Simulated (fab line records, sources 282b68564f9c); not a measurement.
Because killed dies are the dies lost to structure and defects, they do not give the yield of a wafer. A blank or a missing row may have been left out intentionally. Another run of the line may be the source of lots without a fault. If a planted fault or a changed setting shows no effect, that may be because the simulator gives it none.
fab line records	flow rit-cmos
record: lots: 6	wafers: 18	last-day: 7
route steps=202 shown REOX@99 NLDD@103 PLDD@114 SPACER@125 NSD@131 M1@202
lots with no fault: from the same line, run without faults
start-h: the number of hours between the record's first day and the start of the first shown wafer of the lot	wait-h: time in hours since the lot's previous step	" repeats the value in the row above	L1.1+2: a single row standing in for several wafers	- either no value or no given start	* or withheld: withheld	< > ~ a bound
route shown NAME@n: a module of which the file shows steps, and the number in the route of the first	usual: mean/standard deviation taken from wafers without a fault	same: alike in all rows	chamber/n: place in a boat	sites: readings site by site	_std_site: standard deviation of those values	_edge_site: inner sites' mean taken away from outer sites' mean	radius-mm: how far each site lies from the wafer's centre	mask NAME#n: copy n	behind: tool/chamber where the wafer was last shaped	hold: what put the lot on hold/how long, in hours/how the hold closed	device: names the non-switching transistor (n, p or np)	end of line: the same wafers' tests at the end of the route	a step without rows: its recipe alone	killed: not the wafer's yield, but the dies lost to structure and defects at the first sort	map: the dies of a wafer, with x for killed, . for not killed, _ for no die there
set.NAME: the run value of the setting; set.NAME@STEP: its run value at that earlier step	model.NAME: the simulator's own value behind a step, which no gauge read
lots at selected steps of the route; one table per step, one row per wafer
services: from which hour (start-h, from the record's first day; less than 0 if before it) a tool's chamber was out of use, for how many hours, and why
== steps ==
step: RIT_REOX_CLEAN_01
recipe: chemistry: dHF	dilution: 50:1	time-s: 30
step: RIT_REOX_CLEAN_02
recipe: chemistry: SC2	mix: 3:3:50	time-s: 600	temp-c: 75	dry: n2-spin
step: RIT_REOX_OXIDATION_03
recipe: temp-c: 900	ambient: O2	target-thk-a: 252	ox-time-s: 5854
step: RIT_REOX_THK_MEAS_04
recipe: reads: SiO2_of_REOX_OXIDATION_03
usual: REOX_OXIDE_THK: 26.1/0.49
lot.wafer	tool	chamber	start-h	wait-h	REOX_OXIDE_THK[nm]
L436.2	film-metro-02	-	76.91	0.0	26.6
L436.3	"	-	"	"	26.2
L436.6	"	-	"	"	25.9
L437.3	film-metro-03	-	76.92	0.0	26.0
L437.4	"	-	"	"	25.6
L437.6	"	-	"	"	25.9
L441.3	film-metro-02	-	97.40	0.0	25.6
L441.4	"	-	"	"	25.4
L441.5	"	-	"	"	25.5
L442.2	film-metro-04	-	105.25	0.0	26.1
L442.4	"	-	"	"	25.9
L442.5	"	-	"	"	25.6
L450.2	film-metro-02	-	144.42	0.0	25.8
L450.4	"	-	"	"	25.7
L450.6	"	-	"	"	25.6
L452.2	film-metro-03	-	155.69	0.0	25.5
L452.4	"	-	"	"	25.5
L452.5	"	-	"	"	25.1
step: RIT_NLDD_HMDS_00
recipe: prime-time-s: 60	prime-temp-c: 140
step: RIT_NLDD_COAT_01
recipe: resist: NOVOLAK	spin-rpm: 3250	resist-thk-nm: 1000
step: RIT_NLDD_SOFTBAKE_02
recipe: resist: NOVOLAK	temp-c: 90	time-s: 60
step: RIT_NLDD_EXPOSE_03
recipe: mask-id: M7	na: 0.57	target-cd-nm: 40700	dose-mj: 250
step: RIT_NLDD_PEB_04
recipe: resist: NOVOLAK	temp-c: withheld	time-s: withheld
step: RIT_NLDD_DEVELOP_05
recipe: resist: NOVOLAK	develop-time-s: 50	dev-temp-c: 23
step: RIT_NLDD_OVL_MEAS_06
usual: NLDD_OVL: -1.2/1.4
lot.wafer	tool	chamber	start-h	wait-h	NLDD_OVL[nm]
L436.2	overlay-02	-	77.82	-	0.7
L436.3	"	-	"	"	3.2
L436.6	"	-	"	"	-0.1
L437.3	overlay-01	-	78.06	-	-1.7
L437.4	"	-	"	"	-1.0
L437.6	"	-	"	"	-0.7
L441.3	overlay-01	-	98.42	-	-2.7
L441.4	"	-	"	"	-0.9
L441.5	"	-	"	"	-1.5
L442.2	overlay-01	-	106.18	-	-1.9
L442.4	"	-	"	"	-1.0
L442.5	"	-	"	"	-2.8
L450.2	overlay-01	-	145.33	-	-2.3
L450.4	"	-	"	"	-1.7
L450.6	"	-	"	"	-1.0
L452.2	overlay-01	-	156.72	-	-2.8
L452.4	"	-	"	"	0.1
L452.5	"	-	"	"	-2.3
step: RIT_NLDD_HARDBAKE_07
recipe: resist: NOVOLAK	temp-c: 140	time-s: 60
step: RIT_NLDD_IMPLANT_08
recipe: species: P	energy-kev: 20	dose-cm2: 5e+14	tilt-deg: 7
lot.wafer	tool	chamber	start-h	wait-h
L436.2+3+6	implanter-02	0	78.02	0.1
L437.3+4+6	implanter-03	0	78.29	0.1
L441.3+4+5	implanter-03	0	98.65	0.1
L442.2+4+5	implanter-03	0	106.39	0.1
L450.2+4+6	implanter-02	0	145.54	0.1
L452.2+4+5	implanter-02	0	156.92	0.1
step: RIT_NLDD_STRIP_09
recipe: chemistry: O2	time-s: 180	resist: NOVOLAK	platen-temp-c: withheld	power-w: 500	pressure-mtorr: 4000	o2-flow-sccm: 4000
usual: chamber-pressure-mTorr: 4000/3.6	drypump-motor-current-A: 5.2/0.36
lot.wafer	tool	chamber	start-h	wait-h	chamber-pressure-mTorr	drypump-motor-current-A	rf-hours-counter-h
L436.2	plasma-asher-04	1	78.15	0.1	4001	5.4	44
L436.3	"	0	"	"	3999	4.8	-
L436.6	"	1	"	"	3999	5.4	-
L437.3	plasma-asher-01	1	78.45	0.1	4001	5.3	-
L437.4	"	0	"	"	4001	5.1	-
L437.6	"	1	"	"	4000	5.3	-
L441.3	plasma-asher-04	1	98.81	0.1	4003	5.4	-
L441.4	"	0	"	"	4003	4.8	-
L441.5	"	0	"	"	4001	4.8	-
L442.2	plasma-asher-02	1	106.51	0.1	4002	4.9	45
L442.4	"	0	"	"	3999	5.9	-
L442.5	"	1	"	"	4005	4.9	-
L450.2	plasma-asher-04	1	145.66	0.1	4007	5.4	3
L450.4	"	0	"	"	3998	4.8	-
L450.6	"	1	"	"	3998	5.4	-
L452.2	plasma-asher-01	1	157.05	0.1	4000	5.3	51
L452.4	"	1	"	"	4009	5.3	-
L452.5	"	1	"	"	4002	5.3	-
step: RIT_NLDD_TW_MEAS_10
usual: NLDD_TW: 2515/31
lot.wafer	tool	chamber	start-h	wait-h	NLDD_TW
L436.2	film-metro-02	-	78.33	0.1	2494
L436.3	"	-	"	"	2493
L436.6	"	-	"	"	2495
L437.3	film-metro-02	-	78.58	0.1	2497
L437.4	"	-	"	"	2495
L437.6	"	-	"	"	2489
L441.3	film-metro-04	-	98.94	0.1	2557
L441.4	"	-	"	"	2572
L441.5	"	-	"	"	2567
L442.2	film-metro-02	-	106.70	0.1	2475
L442.4	"	-	"	"	2468
L442.5	"	-	"	"	2480
L450.2	film-metro-04	-	145.85	0.1	2542
L450.4	"	-	"	"	2546
L450.6	"	-	"	"	2532
L452.2	film-metro-04	-	157.23	0.1	2558
L452.4	"	-	"	"	2557
L452.5	"	-	"	"	2553
step: RIT_PLDD_HMDS_00
recipe: prime-time-s: 60	prime-temp-c: 140
step: RIT_PLDD_COAT_01
recipe: resist: NOVOLAK	spin-rpm: 3250	resist-thk-nm: 1000
step: RIT_PLDD_SOFTBAKE_02
recipe: resist: NOVOLAK	temp-c: 90	time-s: 60
step: RIT_PLDD_EXPOSE_03
recipe: mask-id: M8	na: 0.57	target-cd-nm: 40900	dose-mj: 250
step: RIT_PLDD_PEB_04
recipe: resist: NOVOLAK	temp-c: withheld	time-s: withheld
step: RIT_PLDD_DEVELOP_05
recipe: resist: NOVOLAK	develop-time-s: 48.45	dev-temp-c: 23
step: RIT_PLDD_OVL_MEAS_06
usual: PLDD_OVL: 0.0/1.4
lot.wafer	tool	chamber	start-h	wait-h	PLDD_OVL[nm]
L436.2	overlay-01	-	79.36	-	0.5
L436.3	"	-	"	"	1.4
L436.6	"	-	"	"	-1.3
L437.3	overlay-02	-	79.61	-	0.6
L437.4	"	-	"	"	0.1
L437.6	"	-	"	"	0.5
L441.3	overlay-02	-	99.85	-	-0.5
L441.4	"	-	"	"	-2.6
L441.5	"	-	"	"	-2.2
L442.2	overlay-01	-	107.60	-	-1.6
L442.4	"	-	"	"	-1.1
L442.5	"	-	"	"	-2.0
L450.2	overlay-01	-	146.88	-	-1.5
L450.4	"	-	"	"	1.4
L450.6	"	-	"	"	-1.3
L452.2	overlay-02	-	158.27	-	-0.3
L452.4	"	-	"	"	-2.0
L452.5	"	-	"	"	-0.1
step: RIT_PLDD_HARDBAKE_07
recipe: resist: NOVOLAK	temp-c: 140	time-s: 60
step: RIT_PLDD_IMPLANT_08
recipe: species: BF2	energy-kev: 20	dose-cm2: 9e+14	tilt-deg: 7
step: RIT_PLDD_STRIP_09
recipe: chemistry: O2	time-s: 180	resist: NOVOLAK	platen-temp-c: withheld	power-w: 500	pressure-mtorr: 4000	o2-flow-sccm: 4000
usual: chamber-pressure-mTorr: 4000/3.6	drypump-motor-current-A: 5.5/0.52
lot.wafer	tool	chamber	start-h	wait-h	chamber-pressure-mTorr	drypump-motor-current-A	rf-hours-counter-h
L436.2	plasma-asher-03	0	79.69	0.1	4005	5.9	30
L436.3	"	1	"	"	3997	6.2	-
L436.6	"	0	"	"	4001	5.9	-
L437.3	plasma-asher-02	1	79.99	0.1	3997	4.9	-
L437.4	"	0	"	"	4001	5.9	-
L437.6	"	1	"	"	4001	4.9	-
L441.3	plasma-asher-03	1	100.23	0.1	3999	6.2	-
L441.4	"	0	"	"	4002	5.9	-
L441.5	"	0	"	"	3999	5.9	-
L442.2	plasma-asher-02	0	107.93	0.1	3997	5.9	45
L442.4	"	0	"	"	3996	5.9	-
L442.5	"	0	"	"	4003	5.9	-
L450.2	plasma-asher-03	0	147.21	0.1	3994	5.9	37
L450.4	"	0	"	"	3996	5.9	-
L450.6	"	0	"	"	3993	5.9	-
L452.2	plasma-asher-03	0	158.60	0.1	3991	5.9	38
L452.4	"	1	"	"	4001	6.2	-
L452.5	"	0	"	"	3995	5.9	-
step: RIT_PLDD_TW_MEAS_10
usual: PLDD_TW: 2366/27
lot.wafer	tool	chamber	start-h	wait-h	PLDD_TW
L436.2	film-metro-02	-	79.88	0.1	2353
L436.3	"	-	"	"	2358
L436.6	"	-	"	"	2338
L437.3	film-metro-02	-	80.13	0.1	2351
L437.4	"	-	"	"	2350
L437.6	"	-	"	"	2342
L441.3	film-metro-01	-	100.36	0.1	2361
L441.4	"	-	"	"	2369
L441.5	"	-	"	"	2367
L442.2	film-metro-04	-	108.12	0.1	2415
L442.4	"	-	"	"	2418
L442.5	"	-	"	"	2420
L450.2	film-metro-01	-	147.39	0.1	2370
L450.4	"	-	"	"	2378
L450.6	"	-	"	"	2369
L452.2	film-metro-04	-	158.78	0.1	2416
L452.4	"	-	"	"	2403
L452.5	"	-	"	"	2400
step: RIT_SPACER_CLEAN_00
recipe: chemistry: SC1	mix: 3:3:50	time-s: 600	temp-c: 75
step: RIT_SPACER_CLEAN_01
recipe: chemistry: dHF	dilution: 50:1	time-s: 30
step: RIT_SPACER_CLEAN_02
recipe: chemistry: SC2	mix: 3:3:50	time-s: 600	temp-c: 75	dry: n2-spin
step: RIT_SPACER_CVD_03
recipe: material: Si3N4	target-thk-nm: 250	temp-c: 810	precursor: SiH2Cl2/NH3	time-s: 3300	pressure-mtorr: 300	sih2cl2-flow-sccm: 60	nh3-flow-sccm: 150
step: RIT_SPACER_THK_MEAS_04
recipe: reads: Si3N4_of_SPACER_CVD_03
usual: SPACER_NITRIDE_THK: 250.9/2.1
lot.wafer	tool	chamber	start-h	wait-h	SPACER_NITRIDE_THK[nm]
L436.2	film-metro-03	-	82.22	0.0	249.2
L436.3	"	-	"	"	248.5
L436.6	"	-	"	"	251.0
L437.3	film-metro-01	-	83.38	0.0	248.1
L437.4	"	-	"	"	246.8
L437.6	"	-	"	"	249.4
L441.3	film-metro-04	-	102.74	0.0	250.3
L441.4	"	-	"	"	247.5
L441.5	"	-	"	"	248.7
L442.2	film-metro-01	-	110.46	0.0	251.5
L442.4	"	-	"	"	252.0
L442.5	"	-	"	"	251.7
L450.2	film-metro-01	-	149.73	0.0	250.9
L450.4	"	-	"	"	249.5
L450.6	"	-	"	"	250.0
L452.2	film-metro-01	-	161.20	0.0	251.0
L452.4	"	-	"	"	251.3
L452.5	"	-	"	"	251.8
step: RIT_SPACER_ETCHBACK_05
recipe: target-depth-a: 2500	SF6_flow_sccm: 30	CHF3_flow_sccm: 30	target: Si3N4	chemistry: SF6/CHF3	pressure-mtorr: 40	rf-w: 250	time-s: 240	stop-on: SiO2
usual: chamber-pressure-mTorr: 40.00/0.036	drypump-motor-current-A: 5.6/0.57	oes-product-au: 0.847/0.016	throttle-valve-pct: 10.27/0.16
lot.wafer	tool	chamber	start-h	wait-h	chamber-pressure-mTorr	drypump-motor-current-A	oes-product-au	rf-hours-counter-h	throttle-valve-pct
L436.2	rie-diel-04	1	82.27	0.0	40.02	6.4	0.822	149	10.39
L436.3	"	0	"	"	40.01	5.7	0.857	3	10.54
L436.6	"	0	"	"	40.00	5.7	0.861	-	10.53
L437.3	rie-diel-01	3	83.42	0.0	40.01	5.5	0.856	4	10.21
L437.4	"	2	"	"	40.01	5.5	0.829	102	10.30
L437.6	"	0	"	"	40.00	6.1	0.842	-	10.40
L441.3	rie-diel-01	2	102.78	0.0	40.00	5.4	0.842	102	10.30
L441.4	"	1	"	"	40.06	6.4	0.851	50	9.97
L441.5	"	1	"	"	40.04	6.3	0.852	-	9.95
L442.2	rie-diel-04	1	110.51	0.0	39.98	6.4	0.830	150	10.39
L442.4	"	0	"	"	40.01	5.7	0.865	3	10.53
L442.5	"	2	"	"	40.05	5.2	0.835	-	10.20
L450.2	rie-diel-04	1	149.78	0.0	39.95	6.4	0.832	150	10.40
L450.4	"	2	"	"	40.07	5.2	0.828	35	10.19
L450.6	"	1	"	"	39.91	6.4	0.820	-	10.39
L452.2	rie-diel-01	1	161.25	0.0	39.95	6.3	0.857	51	9.95
L452.4	"	3	"	"	39.93	5.4	0.859	6	10.23
L452.5	"	0	"	"	39.96	6.0	0.847	-	10.40
step: RIT_NSD_HMDS_00
recipe: prime-time-s: 60	prime-temp-c: 140
step: RIT_NSD_COAT_01
recipe: resist: NOVOLAK	spin-rpm: 3250	resist-thk-nm: 1000
step: RIT_NSD_SOFTBAKE_02
recipe: resist: NOVOLAK	temp-c: 90	time-s: 60
step: RIT_NSD_EXPOSE_03
recipe: mask-id: M9	na: 0.57	target-cd-nm: 40700	dose-mj: 250
step: RIT_NSD_PEB_04
recipe: resist: NOVOLAK	temp-c: withheld	time-s: withheld
step: RIT_NSD_DEVELOP_05
recipe: resist: NOVOLAK	develop-time-s: 50	dev-temp-c: 23
step: RIT_NSD_OVL_MEAS_06
usual: NSD_OVL: -1.3/1.5
lot.wafer	tool	chamber	start-h	wait-h	NSD_OVL[nm]
L436.2	overlay-01	-	83.28	-	-0.5
L436.3	"	-	"	"	-2.9
L436.6	"	-	"	"	-2.9
L437.3	overlay-02	-	84.55	-	-2.2
L437.4	"	-	"	"	-2.2
L437.6	"	-	"	"	1.1
L441.3	overlay-01	-	103.92	-	-5.1
L441.4	"	-	"	"	-3.3
L441.5	"	-	"	"	-3.1
L442.2	overlay-01	-	111.64	-	1.5
L442.4	"	-	"	"	2.0
L442.5	"	-	"	"	0.5
L450.2	overlay-01	-	150.79	-	-0.2
L450.4	"	-	"	"	-1.7
L450.6	"	-	"	"	-1.4
L452.2	overlay-02	-	162.26	-	-0.7
L452.4	"	-	"	"	-1.3
L452.5	"	-	"	"	-2.2
step: RIT_NSD_HARDBAKE_07
recipe: resist: NOVOLAK	temp-c: 140	time-s: 60
step: RIT_NSD_IMPLANT_08
recipe: species: P	energy-kev: 25	dose-cm2: 9.866e+14	tilt-deg: 7
step: RIT_NSD_STRIP_09
recipe: chemistry: O2	time-s: 180	resist: NOVOLAK	platen-temp-c: withheld	power-w: 500	pressure-mtorr: 4000	o2-flow-sccm: 4000
usual: chamber-pressure-mTorr: 4000/3.5	drypump-motor-current-A: 5.5/0.47
lot.wafer	tool	chamber	start-h	wait-h	chamber-pressure-mTorr	drypump-motor-current-A	rf-hours-counter-h
L436.2	plasma-asher-02	1	83.61	0.1	4003	4.9	43
L436.3	"	0	"	"	3998	5.9	-
L436.6	"	0	"	"	3998	5.9	-
L437.3	plasma-asher-03	1	84.93	0.1	3998	6.2	-
L437.4	"	0	"	"	4007	5.9	-
L437.6	"	0	"	"	4003	5.9	-
L441.3	plasma-asher-01	0	104.30	0.1	4002	5.1	-
L441.4	"	1	"	"	4000	5.3	-
L441.5	"	0	"	"	3997	5.1	-
L442.2	plasma-asher-01	0	111.97	0.1	4004	5.1	47
L442.4	"	1	"	"	3995	5.3	-
L442.5	"	0	"	"	4003	5.1	-
L450.2	plasma-asher-02	1	151.12	0.1	3991	4.9	50
L450.4	"	0	"	"	4002	5.9	-
L450.6	"	0	"	"	4006	5.9	-
L452.2	plasma-asher-03	1	162.59	0.1	4005	6.2	38
L452.4	"	1	"	"	4004	6.2	-
L452.5	"	1	"	"	4000	6.2	-
step: RIT_M1_PROBE_99
usual: killed-at-contacts: 0.1/0.31	killed-at-front-end: 7/3.2	killed-dies: 7/3.2	killed-open: 3.6/1.9	killed-short: 3.6/2
same: gross-dies: 264	killed_at_M0_to_M3: 0	killed_at_M4_up: 0	killed-at-back-side: 0	killed-at-other: 0
lot.wafer	tool	chamber	start-h	wait-h	killed-at-contacts	killed-at-front-end	killed-dies	killed-open	killed-short	model.etest.nldd.rs-ohm-sq-rim-less-centre	model.etest.nldd.rs-ohm-sq-range	model.etest.nmos_0p15.drive-ua-um-rim-less-centre	model.etest.nmos_0p15.drive-ua-um-range	model.etest.nmos_0p15.gate-bv-v	model.etest.nmos_0p15.vt-v-rim-less-centre	model.etest.antenna-poly.vt-shift-v	model.etest.nmos_0p15.vt-v-range
L436.2	prober-02	-	93.34	0.1	0	6	6	4	2	-3.422	14.2	6.141	13.06	4.718	-0.0002603	-0.01406	0.006335
L436.3	prober-02	-	93.39	0.2	1	5	6	3	3	-1.879	10.98	4.165	13.08	4.761	-0.002084	-0.00879	0.007413
L436.6	prober-02	-	93.54	0.2	0	5	5	1	4	-0.8644	11.44	-2.231	8.832	4.809	-0.001998	-0.007946	0.004729
L437.3	prober-01	-	94.89	0.2	0	5	5	3	2	-5.557	11.8	-0.9163	11.73	4.871	0.001055	-0.006592	0.003021
L437.4	prober-01	-	94.94	0.2	0	5	5	0	5	-0.1363	12.01	4.277	11.26	4.911	-0.0001172	-0.01007	0.00694
L437.6	prober-01	-	95.04	0.2	0	6	6	5	1	0.912	11.16	-2.457	8.926	4.918	-0.003743	-0.006654	0.006503
L441.3	prober-02	-	113.78	0.2	0	7	7	5	2	-11.29	15.71	8.675	15.82	4.751	-0.003809	-0.008076	0.007797
L441.4	prober-02	-	113.83	0.2	1	6	7	2	5	-12.72	21.72	11.47	16.78	4.715	-0.003777	-0.01031	0.006309
L441.5	prober-02	-	113.88	0.2	0	6	6	2	4	-20.25	22.71	12.48	15.35	4.72	-0.002044	-0.01505	0.008955
L442.2	prober-02	-	121.43	0.1	0	11	11	5	5	-13.72	17.52	2.318	11.87	4.742	-0.004894	-0.007476	0.01068
L442.4	prober-02	-	121.53	0.2	0	13	13	5	6	-15.48	20.82	12.27	20.23	4.847	-0.01105	-0.01843	0.01361
L442.5	prober-02	-	121.58	0.2	0	8	8	2	6	-17.53	19.54	5.664	13.57	4.843	-0.008346	-0.007937	0.01009
L450.2	prober-02	-	160.92	0.1	0	6	6	3	3	0.7758	12.64	0.3546	7.369	4.809	0.001354	-0.01016	0.007523
L450.4	prober-02	-	161.02	0.2	1	5	6	6	0	-1.806	13.57	2.236	5.291	4.786	0.001194	-0.01042	0.005029
L450.6	prober-02	-	161.12	0.2	0	2	2	2	0	-1.04	7.451	-4.192	9.628	4.731	0.004112	-0.01059	0.006056
L452.2	prober-02	-	172.13	0.1	0	7	7	2	5	-1.743	8.418	-1.506	11.95	4.867	0.002682	-0.00639	0.005377
L452.4	prober-02	-	172.23	0.2	0	5	5	3	2	-10.81	15.84	4.129	9.67	4.847	0.002412	-0.01291	0.01064
L452.5	prober-02	-	172.28	0.2	0	8	8	3	5	1.437	13.44	2.907	9.345	4.797	-0.003442	-0.005827	0.005787
killed by level:class
L436.2 GATE:geometric-particle:open=2 GATE:geometric-particle:short=1 REOX:geometric-particle:open=1 SILICIDE:geometric-particle:short=1 SILICIDE:geometric-particle:open=1
L436.3 REOX:geometric-particle:short=2 FOX2:geometric-particle:open=1 GATE:geometric-particle:open=1 REOX:geometric-particle:open=1 CONTACT:geometric-particle:short=1
L436.6 GATE:geometric-particle:short=2 FOX1:geometric-particle:open=1 FOX2:geometric-particle:short=1 REOX:geometric-particle:short=1
L437.3 GATE:geometric-particle:open=2 FOX1:geometric-particle:short=1 FOX2:geometric-particle:short=1 SPACER:geometric-particle:open=1
L437.4 SILICIDE:geometric-particle:short=3 FOX1:geometric-particle:short=1 GATE:geometric-particle:short=1
L437.6 SILICIDE:geometric-particle:open=4 FOX1:geometric-particle:short=1 FOX1:geometric-particle:open=1
L441.3 GATE:geometric-particle:short=2 REOX:geometric-particle:open=2 FOX1:geometric-particle:open=1 GATE:geometric-particle:open=1 SPACER:geometric-particle:open=1
L441.4 SPACER:geometric-particle:short=3 GATE:geometric-particle:short=1 GATE:geometric-particle:open=1 REOX:geometric-particle:short=1 CONTACT:geometric-particle:open=1
L441.5 GATE:geometric-particle:short=3 FOX1:geometric-particle:open=1 SPACER:geometric-particle:open=1 SILICIDE:geometric-particle:short=1
L442.2 GATE:geometric-particle:short=2 REOX:geometric-particle:short=2 REOX:geometric-particle:open=2 SILICIDE:geometric-particle:open=2 FOX1:geometric-particle:short=1 GATE:geometric-particle:open=1 PRETRO:coat-microbubble-printed=1
L442.4 FOX1:geometric-particle:open=4 FOX1:geometric-particle:short=2 SPACER:geometric-particle:short=2 PRETRO:coat-microbubble-printed=2 GATE:geometric-particle:short=1 REOX:geometric-particle:open=1 REOX:geometric-particle:short=1
L442.5 GATE:geometric-particle:short=3 ACTIVE:geometric-particle:short=1 FOX1:geometric-particle:short=1 GATE:geometric-particle:open=1 REOX:geometric-particle:open=1 SPACER:geometric-particle:short=1
L450.2 GATE:geometric-particle:open=2 GATE:geometric-particle:short=2 SILICIDE:geometric-particle:open=1 SILICIDE:geometric-particle:short=1
L450.4 GATE:geometric-particle:open=3 FOX1:geometric-particle:open=2 CONTACT:geometric-particle:open=1
L450.6 FOX1:geometric-particle:open=1 GATE:geometric-particle:open=1
L452.2 REOX:geometric-particle:short=2 REOX:geometric-particle:open=2 SILICIDE:geometric-particle:short=2 FOX2:geometric-particle:short=1
L452.4 FOX1:geometric-particle:open=1 GATE:geometric-particle:short=1 REOX:geometric-particle:short=1 REOX:geometric-particle:open=1 SILICIDE:geometric-particle:open=1
L452.5 SILICIDE:geometric-particle:short=2 FOX1:geometric-particle:open=1 FOX2:geometric-particle:short=1 GATE:geometric-particle:short=1 GATE:geometric-particle:open=1 SPACER:geometric-particle:open=1 SPACER:geometric-particle:short=1
== services ==
tool	chamber	start-h	hours	kind
plasma-asher-01	-	71.10	1.1	repair
rie-diel-04	3	81.63	2.6	repair
plasma-asher-04	-	93.70	0.7	repair
plasma-asher-04	-	108.75	9.0	pm
plasma-asher-04	0	108.75	9.0	vent-cycle
plasma-asher-04	1	108.75	9.0	vent-cycle
plasma-asher-04	-	117.75	2.8	pm
plasma-asher-04	0	117.75	-	clean
plasma-asher-04	1	117.75	-	clean
rie-diel-01	-	123.80	1.0	repair
implanter-03	-	130.74	3.7	pm
implanter-03	-	142.26	7.6	repair
rie-diel-01	-	148.09	2.8	pm
rie-diel-04	1	150.03	-	clean
rie-diel-04	1	150.03	16.1	scheduled-down
rie-diel-04	1	150.03	16.1	vent-cycle
== key ==
first-sign none at tools or gauges
model-effect: step: RIT_M1_PROBE_99	value: etest.nldd.rs-ohm-sq-rim-less-centre	without: -0.5985	struck: -15.17
met-at RIT_NLDD_IMPLANT_08
struck-wafers L441.3,L441.4,L441.5,L442.2,L442.4,L442.5
tester-left-out L441,L442
onset-between 78.29 98.65
also-fits RIT_NSD_STRIP_09:plasma-asher-01
fault: kind: process-parameter-drift	tool: implanter-03	chamber: -	onset-h: 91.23	steps: RIT_NLDD_IMPLANT_08	channel: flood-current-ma	offset: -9	shape: step	end-h: 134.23
tester-left-out: of these lots the tester's yield and bins aren't shown, on N5 and GAA mostly nor the transistor test; their killed dies are dies lost to structure and defects alone, not to doping, threshold or leakage, so they don't give the yield
